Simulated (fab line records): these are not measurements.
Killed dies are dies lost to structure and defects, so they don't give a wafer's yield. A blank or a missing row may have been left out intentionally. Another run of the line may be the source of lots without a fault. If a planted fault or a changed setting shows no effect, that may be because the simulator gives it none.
Which tool was responsible?    flow ritCmos    14 lots (42 wafers sampled), 1 step of a 202-step route

== WHAT THE GAUGES READ, wafer by wafer ==
The record holds no reading of a measuring or inspecting step that can be judged against a usual standard deviation.

== EACH LOT AND THE TOOL THAT RAN IT (in order: tool; ch and the chambers of the sampled wafers; start) ==
lot   RIT_NWELL_EXPOSE_03
L314  ilineStepper-02 ch 0, day 2 06:41
L315  ilineStepper-01 ch 0, day 2 11:00
L316  ilineStepper-02 ch 0, day 2 17:44
L319  ilineStepper-02 ch 0, day 3 07:08
L321  ilineStepper-01 ch 0, day 3 18:05
L322  ilineStepper-02 ch 0, day 4 00:17
L323  ilineStepper-01 ch 0, day 4 06:05
L325  ilineStepper-01, day 4 12:47
L326  ilineStepper-02, day 4 21:22
L331  ilineStepper-01 ch 0, day 5 18:59
L332  ilineStepper-02 ch 0, day 6 02:27
L333  ilineStepper-02 ch 0, day 6 07:45
L334  ilineStepper-01 ch 0, day 6 12:16
L335  ilineStepper-02 ch 0, day 6 18:39
- RIT_NWELL_EXPOSE_03: exposes mask M2, target cd 43900 nm.

== AS READ BY THE TOOLS THEMSELVES (means over the sampled wafers that have a number; for cases with no such wafer, the mark the record gives instead) ==
RIT_NWELL_EXPOSE_03.
lot   tool             exposureDoseMJCm2  focusOffsetNm (nm)
L314  ilineStepper-02  250.21             -0.8
L315  ilineStepper-01  250.09             -0.2
L316  ilineStepper-02  250.36             0.5
L319  ilineStepper-02  250.05             -0.2
L321  ilineStepper-01  250.10             -0.6
L322  ilineStepper-02  249.86             -0.9
L323  ilineStepper-01  249.80             0.1
L325  ilineStepper-01  -                  -
L326  ilineStepper-02  -                  -
L331  ilineStepper-01  250.32             -0.2
L332  ilineStepper-02  249.70             -0.2
L333  ilineStepper-02  249.75             -0.5
L334  ilineStepper-01  250.18             -1.0
L335  ilineStepper-02  249.87             0.2

== THE ANSWER, worked out from the rows above alone ==
Rule: usual is defined by the lots themselves. Put in order of their means at a reading, lots are off if they are a third of the lots or fewer, leave a main group of 4 or more, and stand apart from it by a gap of 3 or more times the standard deviation of the main group's means; of several such gaps the widest counts. A main group whose means are all the same, to the digits that the tables above print for the reading, isn't used. A lot without any number at a reading at which 4 lots or more have one is off too. The other lots that the step has rows for count as sound. The gauges are gone through in route order, then the tools' own readings, and for those a lot's mean is taken as printed above. The first step at which some lot is off is used, and at that step the reading that is off furthest; a lot without a number counts as furthest.
Off at RIT_NWELL_EXPOSE_03 (exposureDoseMJCm2): L325, L326. Without a number there: L325, L326. The main group has a mean of 250.02 with a standard deviation of 0.21.
If a tool, at that step or one of the process steps before it, ran each lot that is off and ran no sound lot following the first of them, it fits. Of those tried, none fits.

== WHAT HAD BEEN PUT IN BY THE SIMULATOR ==
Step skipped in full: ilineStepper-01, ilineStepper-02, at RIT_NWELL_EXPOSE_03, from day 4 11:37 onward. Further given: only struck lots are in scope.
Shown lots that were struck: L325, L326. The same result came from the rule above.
